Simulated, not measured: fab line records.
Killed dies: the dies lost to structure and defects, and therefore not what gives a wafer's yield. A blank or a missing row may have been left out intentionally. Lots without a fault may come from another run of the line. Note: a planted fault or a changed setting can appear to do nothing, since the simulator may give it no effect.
Split-lot experiment :: flow ritCmos :: 23 wafers read across 5 lots, on a route 202 steps long

== SPLIT DETAILS ==
At RIT_M1_COAT_04 (resist thk 1300 nm), the setting resistThkNm was moved away from the recipe's 1300 nm on 9 of the 23 wafers read, by -5.4% to +5.6%. All remaining wafers had this setting at the recipe value.

== FROM THE SPLIT TO THE READING: what the file shows between them, 9 steps ==
- RIT_M1_SOFTBAKE_05: time 60 s
- RIT_M1_EXPOSE_06: exposes mask M12, target cd 2600 nm
- RIT_M1_PEB_07
- RIT_M1_DEVELOP_08: develop time 68 s
- RIT_M1_CD_MEAS_09: target cd 2600 nm
- RIT_M1_HARDBAKE_11: time 120 s
- RIT_M1_METAL_ETCH_12: etches Al in Cl2/BCl3, stops on SiO2, time 165 s, target depth 600 nm
- RIT_M1_STRIP_13: strips in nmp, time 600 s (also split here: timeS)
- RIT_M1_STRIP_14: strips in O2, time 180 s

== THE READING ==
cdNm (nm) at RIT_M1_CD_MEAS_90, where the cd target is 2600 nm. Typical for fault-free wafers on this fab line: 2599.3 nm, with standard deviation 1.8 nm.

wafer: L076.3
tool, chamber at the split: lithoTrack-01, 0
resistThkNm as run, nm: 1300
against the recipe: recipe
cdNm, nm: 2598.7
against lot-mates on the recipe: -

wafer: L076.4
tool, chamber at the split: lithoTrack-01, 0
resistThkNm as run, nm: 1300
against the recipe: recipe
cdNm, nm: 2598.4
against lot-mates on the recipe: -

wafer: L076.6
tool, chamber at the split: lithoTrack-01, 0
resistThkNm as run, nm: 1300
against the recipe: recipe
cdNm, nm: 2599.2
against lot-mates on the recipe: -

wafer: L080.2
tool, chamber at the split: lithoTrack-04, 0
resistThkNm as run, nm: 1300
against the recipe: recipe
cdNm, nm: 2598.8
against lot-mates on the recipe: -

wafer: L080.3
tool, chamber at the split: lithoTrack-04, 0
resistThkNm as run, nm: 1333
against the recipe: +2.5%
cdNm, nm: 2600.1
against lot-mates on the recipe: +1.2

wafer: L080.4
tool, chamber at the split: lithoTrack-04, 0
resistThkNm as run, nm: 1333
against the recipe: +2.5%
cdNm, nm: 2602.7
against lot-mates on the recipe: +3.8

wafer: L080.5
tool, chamber at the split: lithoTrack-04, 0
resistThkNm as run, nm: 1333
against the recipe: +2.5%
cdNm, nm: 2600.3
against lot-mates on the recipe: +1.4

wafer: L080.6
tool, chamber at the split: lithoTrack-04, 0
resistThkNm as run, nm: 1300
against the recipe: recipe
cdNm, nm: 2599.1
against lot-mates on the recipe: -

wafer: L082.1
tool, chamber at the split: lithoTrack-03, 0
resistThkNm as run, nm: 1300
against the recipe: recipe
cdNm, nm: 2601.5
against lot-mates on the recipe: -

wafer: L082.2
tool, chamber at the split: lithoTrack-03, 0
resistThkNm as run, nm: 1300
against the recipe: recipe
cdNm, nm: 2598.9
against lot-mates on the recipe: -

wafer: L082.3
tool, chamber at the split: lithoTrack-03, 0
resistThkNm as run, nm: 1300
against the recipe: recipe
cdNm, nm: 2601.2
against lot-mates on the recipe: -

wafer: L082.4
tool, chamber at the split: lithoTrack-03, 0
resistThkNm as run, nm: 1328
against the recipe: +2.2%
cdNm, nm: 2602.1
against lot-mates on the recipe: +1.6

wafer: L082.6
tool, chamber at the split: lithoTrack-03, 0
resistThkNm as run, nm: 1328
against the recipe: +2.2%
cdNm, nm: 2600.5
against lot-mates on the recipe: +0.0

wafer: L083.1
tool, chamber at the split: lithoTrack-04, 0
resistThkNm as run, nm: 1300
against the recipe: recipe
cdNm, nm: 2600.0
against lot-mates on the recipe: -

wafer: L083.2
tool, chamber at the split: lithoTrack-04, 0
resistThkNm as run, nm: 1300
against the recipe: recipe
cdNm, nm: 2599.9
against lot-mates on the recipe: -

wafer: L083.4
tool, chamber at the split: lithoTrack-04, 0
resistThkNm as run, nm: 1373
against the recipe: +5.6%
cdNm, nm: 2604.5
against lot-mates on the recipe: +5.0

wafer: L083.5
tool, chamber at the split: lithoTrack-04, 0
resistThkNm as run, nm: 1300
against the recipe: recipe
cdNm, nm: 2598.6
against lot-mates on the recipe: -

wafer: L083.6
tool, chamber at the split: lithoTrack-04, 0
resistThkNm as run, nm: 1373
against the recipe: +5.6%
cdNm, nm: 2604.9
against lot-mates on the recipe: +5.4

wafer: L084.2
tool, chamber at the split: lithoTrack-03, 0
resistThkNm as run, nm: 1300
against the recipe: recipe
cdNm, nm: 2599.8
against lot-mates on the recipe: -

wafer: L084.3
tool, chamber at the split: lithoTrack-03, 0
resistThkNm as run, nm: 1230
against the recipe: -5.4%
cdNm, nm: 2594.0
against lot-mates on the recipe: -6.9

wafer: L084.4
tool, chamber at the split: lithoTrack-03, 0
resistThkNm as run, nm: 1300
against the recipe: recipe
cdNm, nm: 2603.8
against lot-mates on the recipe: -

wafer: L084.5
tool, chamber at the split: lithoTrack-03, 0
resistThkNm as run, nm: 1300
against the recipe: recipe
cdNm, nm: 2599.1
against lot-mates on the recipe: -

wafer: L084.6
tool, chamber at the split: lithoTrack-03, 0
resistThkNm as run, nm: 1230
against the recipe: -5.4%
cdNm, nm: 2594.7
against lot-mates on the recipe: -6.2

FIT RESULTS
A straight line over all 23 wafers: cdNm changes by +0.886 nm for each +1% of resistThkNm; r = +0.87; the points scatter about the line by 1.3 nm.
The same after taking each lot's own level away (the mean of its wafers on the recipe; 23 wafers): +1.02 nm for each +1%; r = +0.91; scatter 1.2 nm.
According to that fit, moving resistThkNm by its largest amount changes the reading by 5.7 nm.
Across the lots, their own levels run from 2598.77 to 2600.90 nm, a range of 1.2 times the standard deviation given above.
Hence the slope depends on the lot-to-lot level, as the two fits are not the same.
Check: +5.49 nm against its lot-mates is what the line predicts for one of the wafers moved furthest among these (+5.6%) when that wafer is left out of the fit. Against them it came out at +5 nm.

== ADDITIONAL SPLITS CARRIED BY THESE WAFERS ==
Before the reading, these wafers also passed through other splits. Each is held against what the fit with the lots' levels taken away leaves over:
other split on the same wafers: RIT_NSD_IMPLANT_08 tiltDeg
wafers away from the commonest value: 7
r with cdNm (lot level and that fit taken away): +0.38

other split on the same wafers: RIT_SDANNEAL_RTA_03 timeS
wafers away from the commonest value: 6
r with cdNm (lot level and that fit taken away): +0.06

other split on the same wafers: RIT_SILICIDE_SPUTTER_01 timeS
wafers away from the commonest value: 9
r with cdNm (lot level and that fit taken away): -0.25

other split on the same wafers: RIT_M1_STRIP_13 timeS
wafers away from the commonest value: 15
r with cdNm (lot level and that fit taken away): -0.08

== THE WHOLE CHAIN: every reading that the file lists as answering this split, in the file's order ==
step: RIT_M1_COAT_04
what it does: resist thk 1300 nm
reading: NOVOLAK_of_M1_COAT_04.thkNm (the simulator's own value, which no gauge read)
change (the file's fit): +13.3 nm for each +1% of the setting
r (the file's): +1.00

step: RIT_M1_CD_MEAS_09
what it does: target cd 2600 nm
reading: cdNm
change (the file's fit): +1.13 nm for each +1% of the setting
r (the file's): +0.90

step: RIT_M1_HARDBAKE_11
what it does: time 120 s
reading: NOVOLAK_of_M1_COAT_04.thkNm (the simulator's own value, which no gauge read)
change (the file's fit): +11.5 nm for each +1% of the setting
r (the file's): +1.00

step: RIT_M1_METAL_ETCH_12
what it does: etches Al in Cl2/BCl3, stops on SiO2, time 165 s, target depth 600 nm
reading: NOVOLAK_of_M1_COAT_04.thkNm (the simulator's own value, which no gauge read)
change (the file's fit): +11 nm for each +1% of the setting
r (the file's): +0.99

step: RIT_M1_CD_MEAS_90
what it does: target cd 2600 nm
reading: cdNm
change (the file's fit): +1 nm for each +1% of the setting
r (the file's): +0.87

== THE FILE'S OWN FIT ==
cdNm changes by +1 nm for each +1% of resistThkNm, r = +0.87.
